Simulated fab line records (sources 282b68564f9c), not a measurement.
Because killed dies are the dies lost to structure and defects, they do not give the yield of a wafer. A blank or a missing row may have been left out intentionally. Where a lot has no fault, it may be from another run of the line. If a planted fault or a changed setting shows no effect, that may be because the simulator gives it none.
Split-lot experiment ; flow rit_cmos ; 23 wafers read across 5 lots, on a route 202 steps long

## ABOUT THE SPLIT
At RIT_NWELL_IMPLANT_08, the setting energy_kev was moved away from the recipe's 170 on 11 of the 23 wafers read, by -5.6% to +4.5%. This setting was run at the recipe's value on the other wafers.

The reading comes from the split's own step.

## THE READING
In nm, at RIT_NWELL_IMPLANT_08: implant.drp_nm, which is the simulator's own figure and was read by no gauge. No usual value for it is given in the file.

wafer;tool, chamber at the split;energy_kev as run;against the recipe;implant.drp_nm, nm;against lot-mates on the recipe
L075.1;implanter-04, 0;170;recipe;68.82;-
L075.4;implanter-04, 0;170;recipe;68.82;-
L075.5;implanter-04, 0;170;recipe;68.82;-
L075.2;implanter-04, 0;176.4;+3.8%;70.76;+1.94
L075.6;implanter-04, 0;176.4;+3.8%;70.76;+1.94
L076.1;implanter-04, 0;177.7;+4.5%;71.15;+2.33
L076.4;implanter-04, 0;177.7;+4.5%;71.15;+2.33
L076.5;implanter-04, 0;177.7;+4.5%;71.15;+2.33
L076.3;implanter-04, 0;170;recipe;68.82;-
L076.6;implanter-04, 0;170;recipe;68.82;-
L077.1;implanter-02, 0;170;recipe;68.82;-
L077.2;implanter-02, 0;170;recipe;68.82;-
L077.5;implanter-02, 0;170;recipe;68.82;-
L083.1;implanter-02, 0;170;recipe;68.82;-
L083.6;implanter-02, 0;170;recipe;68.82;-
L083.2;implanter-02, 0;160.4;-5.6%;65.94;-2.88
L083.4;implanter-02, 0;160.4;-5.6%;65.94;-2.88
L083.5;implanter-02, 0;160.4;-5.6%;65.94;-2.88
L085.2;implanter-03, 0;166.4;-2.1%;67.75;-1.07
L085.3;implanter-03, 0;166.4;-2.1%;67.75;-1.07
L085.6;implanter-03, 0;166.4;-2.1%;67.75;-1.07
L085.4;implanter-03, 0;170;recipe;68.82;-
L085.5;implanter-03, 0;170;recipe;68.82;-

THE FIT
A straight line over all 23 wafers: implant.drp_nm changes by +0.512 nm for each +1% of energy_kev; r = +1.00; the points scatter about the line by 0.0064 nm.
The same after taking each lot's own level away (the mean of its wafers on the recipe; 23 wafers): +0.512 nm for each +1%; r = +1.00; scatter 0.0064 nm.
The reading moves by 2.9 nm for the largest change in energy_kev, on that fit.
The lots' own levels span 68.820 to 68.820 nm.
Hence the lot-to-lot level has little effect on the slope; both slopes agree.
Check: for one of the wafers moved furthest among these (-5.6%), held out of the fit, the line's prediction against its lot-mates is -2.89 nm. Against them it came out at -2.88 nm.

## OTHER SPLITS APPLIED TO THESE WAFERS
Other splits were also applied to these wafers ahead of the reading. Each is held against what the fit with the lots' levels taken away leaves over:
other split on the same wafers;wafers away from the commonest value;r with implant.drp_nm (lot level and that fit taken away)
RIT_ACTIVE_COAT_06 spin_rpm;7;+0.19
RIT_ACTIVE_ETCH_13 rf_w;8;-0.05
RIT_NWELL_COAT_01 spin_rpm;7;+0.25

## THE WHOLE CHAIN: every reading that the file lists as answering this split, in the file's order
step;what it does;reading;change (the file's fit);r (the file's)
RIT_NWELL_IMPLANT_08;;implant.rp_nm (the simulator's own value, which no gauge read);+2.13 nm for each +1% of the setting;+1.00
RIT_NWELL_IMPLANT_08;;implant.drp_nm (the simulator's own value, which no gauge read);+0.512 nm for each +1% of the setting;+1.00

## FILE'S OWN FIT
implant.drp_nm changes by +0.512 nm for each +1% of energy_kev, r = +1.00.
